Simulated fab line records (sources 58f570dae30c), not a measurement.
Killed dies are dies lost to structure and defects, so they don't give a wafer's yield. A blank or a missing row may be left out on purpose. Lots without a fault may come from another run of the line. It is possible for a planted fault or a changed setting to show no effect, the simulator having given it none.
Tool commonality check / flow berkeley cmos170 / Sampled: 14 lots, 42 wafers

== WHY THIS WAS OPENED ==
On 2 of the 14 lots, a flag is raised at UCB170_PSD_CD_MEAS_06 on the reading cd nm. No-fault wafers: 1199.8 nm, standard deviation 1.3.
Rule: flag the lot when none of its wafers has a number, or when each of its wafers that has one lies beyond 4 standard deviations from that mean. The other lots count as sound.

lot=L233; measured=day 7 14:07; on=cd sem-02; cd nm (nm), wafer by wafer=1198.1 1198.3 1198.0; flag=
lot=L232; measured=day 7 15:09; on=cd sem-02; cd nm (nm), wafer by wafer=1201.3 1198.1 1199.3; flag=
lot=L236; measured=day 7 22:55; on=cd sem-01; cd nm (nm), wafer by wafer=1200.9 1201.1 1202.0; flag=
lot=L235; measured=day 7 23:11; on=cd sem-02; cd nm (nm), wafer by wafer=1200.0 1200.1 1199.2; flag=
lot=L239; measured=day 9 02:28; on=cd sem-01; cd nm (nm), wafer by wafer=1197.8 1198.9 1198.0; flag=
lot=L240; measured=day 9 02:29; on=cd sem-02; cd nm (nm), wafer by wafer=1198.6 1200.0 1196.7; flag=
lot=L238; measured=day 9 02:46; on=cd sem-02; cd nm (nm), wafer by wafer=1200.6 1200.1 1200.9; flag=
lot=L245; measured=day 9 21:19; on=cd sem-02; cd nm (nm), wafer by wafer=1200.4 1201.0 1200.6; flag=
lot=L246; measured=day 9 21:29; on=cd sem-01; cd nm (nm), wafer by wafer=1198.8 1200.0 1201.0; flag=
lot=L244; measured=day 9 21:39; on=cd sem-02; cd nm (nm), wafer by wafer=1223.1 1224.4 1223.4; flag=FLAGGED
lot=L243; measured=day 9 21:59; on=cd sem-02; cd nm (nm), wafer by wafer=1199.5 1200.1 1200.2; flag=
lot=L242; measured=day 10 02:50; on=cd sem-02; cd nm (nm), wafer by wafer=1217.3 1216.9 1217.7; flag=FLAGGED
lot=L252; measured=day 11 04:58; on=cd sem-02; cd nm (nm), wafer by wafer=1202.3 1203.3 1200.6; flag=
lot=L254; measured=day 11 20:32; on=cd sem-02; cd nm (nm), wafer by wafer=1197.9 1197.9 1197.2; flag=
Average over the flagged lots: 1220.5 nm; offset from the usual +20.7 nm, equal to +16 standard deviations.

== LOT BY LOT: THE TOOL USED ==
The record keeps 1 process step preceding the reading, out of 331 steps on the route. Cell contents, in order: the tool; ch with the chambers the sampled wafers went through; the start.
lot=L233; flag=; UCB170_PSD_PEB_04=litho track-02 ch 0, day 7 13:50
lot=L232; flag=; UCB170_PSD_PEB_04=litho track-02 ch 0, day 7 14:53
lot=L236; flag=; UCB170_PSD_PEB_04=litho track-03 ch 0, day 7 22:38
lot=L235; flag=; UCB170_PSD_PEB_04=litho track-03 ch 0, day 7 22:55
lot=L239; flag=; UCB170_PSD_PEB_04=litho track-03 ch 0, day 9 02:00
lot=L240; flag=; UCB170_PSD_PEB_04=litho track-01 ch 0, day 9 02:00
lot=L238; flag=; UCB170_PSD_PEB_04=litho track-01 ch 0, day 9 02:00
lot=L245; flag=; UCB170_PSD_PEB_04=litho track-02 ch 0, day 9 21:02
lot=L246; flag=; UCB170_PSD_PEB_04=litho track-01 ch 0, day 9 21:12
lot=L244; flag=FLAGGED; UCB170_PSD_PEB_04=litho track-02 ch 0, day 9 21:23
lot=L243; flag=; UCB170_PSD_PEB_04=litho track-03 ch 0, day 9 21:43
lot=L242; flag=FLAGGED; UCB170_PSD_PEB_04=litho track-02 ch 0, day 10 02:34
lot=L252; flag=; UCB170_PSD_PEB_04=litho track-01 ch 0, day 11 04:41
lot=L254; flag=; UCB170_PSD_PEB_04=litho track-01 ch 0, day 11 20:16
What the steps here do:
- UCB170_PSD_PEB_04
- UCB170_PSD_CD_MEAS_06: target cd 1200 nm.

== FLAGGED AGAINST TOTAL, ONE TOOL AT A TIME (gauges that did the reading follow at the end) ==
step=UCB170_PSD_PEB_04; tool=litho track-01; lots run=5; flagged=0; share of the flagged lots=none; sound lots run after its first flagged lot=-
step=UCB170_PSD_PEB_04; tool=litho track-02; lots run=5; flagged=2; share of the flagged lots=all; sound lots run after its first flagged lot=0
step=UCB170_PSD_PEB_04; tool=litho track-03; lots run=4; flagged=0; share of the flagged lots=none; sound lots run after its first flagged lot=-
step=UCB170_PSD_CD_MEAS_06; tool=cd sem-01; lots run=3; flagged=0; share of the flagged lots=none; sound lots run after its first flagged lot=-
step=UCB170_PSD_CD_MEAS_06; tool=cd sem-02; lots run=11; flagged=2; share of the flagged lots=all; sound lots run after its first flagged lot=3 (L243,L252,L254)

== WHAT IS ALLOWED BY THE TABLE ==
Every flagged lot went through 2 rows of the table: litho track-02 at UCB170_PSD_PEB_04 and cd sem-02 at UCB170_PSD_CD_MEAS_06.
- litho track-02 at UCB170_PSD_PEB_04 ran 5 lots, 2 of them flagged. Last sound lot L245 at day 9 21:02, first flagged lot L244 at day 9 21:23; a fault beginning in between fits. Its own readings lie more than 4 standard deviations out on every wafer of the flagged lots: heater power total W, plate temp C.
- cd sem-02 at UCB170_PSD_CD_MEAS_06 ran 11 lots, 2 of them flagged. After the first flagged lot (L243, L252, L254), sound lots still ran on it; a lasting fault on the whole tool would not permit that.
Left over: one tool, litho track-02 at UCB170_PSD_PEB_04.

== WHAT WAS PUT IN BY THE SIMULATOR ==
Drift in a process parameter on litho track-02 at UCB170_PSD_PEB_04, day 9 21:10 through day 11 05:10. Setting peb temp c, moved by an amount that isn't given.
Shown lots that were struck: L244, L242. Same finding as the rule above.
